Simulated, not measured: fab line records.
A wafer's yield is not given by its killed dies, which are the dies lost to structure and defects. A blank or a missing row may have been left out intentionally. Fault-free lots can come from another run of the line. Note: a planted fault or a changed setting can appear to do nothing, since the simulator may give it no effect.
Which of the tools did it? + flow rit_cmos + 18 wafers from 6 lots sampled at 2 of the route's 202 steps

== WHAT EACH GAUGE READ, for each wafer ==
RIT_M1_RS_MEAS_01: measures by four-point-probe.
| lot  | measured    | on            | M1_AL_RS (ohm/sq)    |
|------|-------------|---------------|----------------------|
| L413 | day 3 14:45 | film_metro-02 | 0.0747 0.0736 0.0736 |
| L415 | day 4 01:44 | film_metro-03 | 0.0726 0.0470 0.0735 |
| L425 | day 6 06:08 | film_metro-04 | 0.0745 0.0740 0.0744 |
| L429 | day 7 00:38 | film_metro-02 | 0.0726 0.0729 0.0733 |
| L432 | day 7 16:43 | film_metro-03 | 0.0732 0.0734 0.0733 |
| L434 | day 7 23:19 | film_metro-02 | 0.0732 0.0736 0.0729 |

== TOOL THAT RAN EACH LOT (tool first, then ch and the chambers of the sampled wafers, then the start) ==
| lot  | RIT_M1_SPUTTER_00           |
|------|-----------------------------|
| L413 | pvd_sputter-01, day 3 14:28 |
| L415 | pvd_sputter-04, day 4 01:27 |
| L425 | pvd_sputter-03, day 6 05:50 |
| L429 | pvd_sputter-03, day 7 00:19 |
| L432 | pvd_sputter-04, day 7 16:26 |
| L434 | pvd_sputter-04, day 7 22:58 |
- RIT_M1_SPUTTER_00: material Al, target thk 400 nm, time 500 s.

== THE ANSWER, worked out from the rows above alone ==
Rule: what is usual is taken from the lots themselves. The widest of any qualifying gaps counts: lots, ordered by their means at a reading, are off when they make up no more than a third of the lots, leave a main group of 4 or more, and stand apart from it by 3 or more times the standard deviation of that group's means. A main group whose means are all the same, to the digits that the tables above print for the reading, isn't used. Also off: a lot with no number at a reading for which 4 or more lots have one. The other lots that the step has rows for count as sound.
Off: L415, at RIT_M1_RS_MEAS_01 (M1_AL_RS). Mean 0.0735 ohm/sq and standard deviation 0.00051 in the main group.
If a tool, at a process step before that reading, ran all the lots that are off and no sound lot after the first of them, it fits. The gauges at RIT_M1_RS_MEAS_01 are tried like those tools. No candidate that was tried fits.

== WHAT THE SIMULATOR PUT IN ==
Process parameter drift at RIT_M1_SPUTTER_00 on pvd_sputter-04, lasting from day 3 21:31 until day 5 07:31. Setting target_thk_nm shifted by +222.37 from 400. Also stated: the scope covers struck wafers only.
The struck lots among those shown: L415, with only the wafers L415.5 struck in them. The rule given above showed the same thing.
